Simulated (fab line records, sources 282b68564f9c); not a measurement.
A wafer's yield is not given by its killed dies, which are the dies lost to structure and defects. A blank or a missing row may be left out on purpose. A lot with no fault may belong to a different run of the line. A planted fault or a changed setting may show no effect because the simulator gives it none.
A lot that was struck, set against a sound lot | flow rit_cmos | 14 steps out of a route of 202
Sound: wafers L831.2, L831.3, L831.6. Wafers struck: L836.1, L836.2, L836.6. The cause is given at the end.
Each step with rows lists, per side, the tool, then ch with its chambers, then its first start. Under that, the readings that differ: sound wafers | struck wafers | difference of the means | sigmas: that difference in standard deviations of wafers without a fault.
alike: words and numbers the same on both sides, and readings whose means are apart by under 2 such deviations; not compared: readings that were withheld, readings missing a value for some wafer, numbers with overlapping values and no deviation given by the record, and bounds like >300 which may hide the same value.
The two part at a step that has a row with sigmas, a row that says differs or no value, or rows on one side only. Numbers that have no deviation but don't overlap get no sigmas and don't part them. Lack of a reading on every wafer of one side parts them only where that side has two or more wafers.

RIT_CONTACT_CVD_00: deposits SiO2 from TEOS, target thk 400 nm, time 61 s.
  sound on pecvd-03 ch 0,2, day 3 13:19; struck on pecvd-04 ch 0,1,2, day 4 14:10
  alike: heater_power_w
RIT_CONTACT_THK_MEAS_01:
  struck on film_metro-03, day 4 14:14; sound on film_metro-04, day 3 13:22
  alike: CONTACT_TEOS_THK
then, 6 steps without rows for these wafers: RIT_CONTACT_HMDS_02 (prime time 60 s); RIT_CONTACT_COAT_03 (resist thk 1000 nm); RIT_CONTACT_SOFTBAKE_04 (time 60 s); RIT_CONTACT_EXPOSE_05 (exposes mask M11, target cd 1000 nm); RIT_CONTACT_PEB_06; RIT_CONTACT_DEVELOP_07 (develop time 123.9 s).
RIT_CONTACT_CD_MEAS_08: target cd 1000 nm.
  struck on cd_sem-02, day 4 15:15; sound on cd_sem-02, day 3 14:24
  alike: cd_nm
RIT_CONTACT_OVL_MEAS_09:
  struck on overlay-02, day 4 15:22; sound on overlay-01, day 3 14:31
  alike: CONTACT_OVL
then, 1 step without rows for these wafers: RIT_CONTACT_HARDBAKE_10 (time 60 s).
RIT_CONTACT_ETCH_11: etches SiO2 in CHF3/CF4/Ar, stops on TiSi2, target depth 480 nm, time 320 s.
  sound on rie_diel-03 ch 0,1,2, day 3 14:41; struck on rie_diel-03 ch 0,2, day 4 15:34
  alike: cf4_flow_sccm, drypump_motor_current_A, oes_product_au, throttle_valve_pct
  not compared: rf_hours_counter_h
RIT_CONTACT_STRIP_12: strips in O2, time 180 s.
  sound on plasma_asher-04 ch 0, day 3 14:53; struck on plasma_asher-01 ch 0,1, day 4 15:45
  no value came back on the struck wafers for chamber_pressure_mTorr (mTorr), drypump_motor_current_A (A); on the sound wafers chamber_pressure_mTorr (mTorr) reads 3998 3998 4001
  reading                                      | sound | struck            | difference | sigmas
  model.NOVOLAK_of_CONTACT_COAT_03.thk_nm (nm) | 0 0 0 | 773.3 774.2 772.8 | +773.4     |
  not compared: rf_hours_counter_h
RIT_CONTACT_CD_MEAS_90: target cd 1000 nm.
  struck on cd_sem-01, day 4 15:56; sound on cd_sem-02, day 3 15:05
  alike: cd_nm

## WHERE THEY PART
Only at RIT_CONTACT_STRIP_12, within this record. Later steps at which nothing parts them and some readings are alike: RIT_CONTACT_CD_MEAS_90.

WHY: what had been put in by the simulator
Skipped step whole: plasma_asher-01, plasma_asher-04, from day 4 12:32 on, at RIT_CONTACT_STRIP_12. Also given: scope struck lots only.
